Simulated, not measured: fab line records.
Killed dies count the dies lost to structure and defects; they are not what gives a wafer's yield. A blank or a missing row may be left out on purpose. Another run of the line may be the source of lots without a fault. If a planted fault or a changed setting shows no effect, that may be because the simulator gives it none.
A struck lot beside a sound one | flow ritCmos | 16 out of 202 route steps
Sound: these wafers, L789.1, L789.3, L789.6. Wafers L793.1, L793.2, L793.3 were the ones struck. The cause is named last.
Per side, at each step with rows, come the tool, then ch with its chambers, and then its first start. Under that, the readings that differ: sound wafers | struck wafers | difference of the means | sigmas: that difference in standard deviations of wafers without a fault.
alike: words and numbers the same on both sides, and readings whose means are apart by under 2 such deviations; not compared: readings that were withheld, readings missing a value for some wafer, numbers with overlapping values and no deviation given by the record, and bounds like >300 which may hide the same value.
The two part at a step that has a row with sigmas, a row that says differs or no value, or rows on one side only. Numbers that have no deviation but don't overlap get no sigmas and don't part them. A reading missing from all wafers of one side parts the sides only when that side holds two or more wafers.

RIT_PWELL_TW_MEAS_10:
  sound on filmMetro-01, day 1 23:28; struck on filmMetro-01, day 2 20:16
  alike: PWELL_TW
then, 1 step without rows for these wafers: RIT_WELLDRIVE_ANNEAL_00 (time 14700 s).
RIT_WELLDRIVE_RS_MEAS_01: a four-point-probe measurement.
  sound on filmMetro-01, day 2 04:36; struck on filmMetro-03, day 3 02:25
  alike: NWELL_RS
RIT_WELLDRIVE_RS_MEAS_02: a four-point-probe measurement.
  sound on filmMetro-01, day 2 04:43; struck on filmMetro-03, day 3 02:32
  alike: PWELL_RS
then, 6 steps without rows for these wafers: RIT_NRETRO_HMDS_00 (prime time 60 s); RIT_NRETRO_COAT_01 (resist thk 1300 nm); RIT_NRETRO_SOFTBAKE_02 (time 60 s); RIT_NRETRO_EXPOSE_03 (exposes mask M4, target cd 43900 nm); RIT_NRETRO_PEB_04; RIT_NRETRO_DEVELOP_05 (develop time 68 s).
RIT_NRETRO_OVL_MEAS_06:
  sound on overlay-02, day 2 05:50; struck on overlay-02, day 3 03:33
  alike: NRETRO_OVL
then, 1 step without rows for these wafers: RIT_NRETRO_HARDBAKE_07 (time 120 s).
RIT_NRETRO_IMPLANT_08:
  sound on implanter-02 ch 0, day 2 06:08; struck on implanter-04 ch 0, day 3 03:50
reading          | sound                          | struck                           | difference  | sigmas
doseIonsCm2      | 1.0005e+13 1.0001e+13 9.99e+12 | 1.4052e+13 1.4057e+13 1.4057e+13 | +4.0567e+12 | +99 or more
faradayCurrentUA | 31.7 31.9 31.1                 | 45.2 43.5 43.4                   | +12.5       | +21
RIT_NRETRO_STRIP_09: strips in O2, time 180 s.
  sound on plasmaAsher-03 ch 0, day 2 06:17; struck on plasmaAsher-04 ch 0,1, day 3 03:59
  alike: chamberPressureMTorr, drypumpMotorCurrentA
  not compared: rfHoursCounterH
RIT_NRETRO_TW_MEAS_10:
  sound on filmMetro-02, day 2 06:28; struck on filmMetro-04, day 3 04:23
reading   | sound          | struck         | difference | sigmas
NRETRO_TW | 1053 1050 1044 | 1181 1184 1181 | +133       | +20
  not compared: hold
RIT_M1_PROBE_99:
  the record has rows for the sound wafers here (prober-02, day 3 12:40) and none for the struck ones

## WHERE THEY PART
At RIT_NRETRO_IMPLANT_08 first; at RIT_M1_PROBE_99 last (within this record only).

WHY: the cause the simulator had injected
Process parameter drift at RIT_NRETRO_IMPLANT_08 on implanter-04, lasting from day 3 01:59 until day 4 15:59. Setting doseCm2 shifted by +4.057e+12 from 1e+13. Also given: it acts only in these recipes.
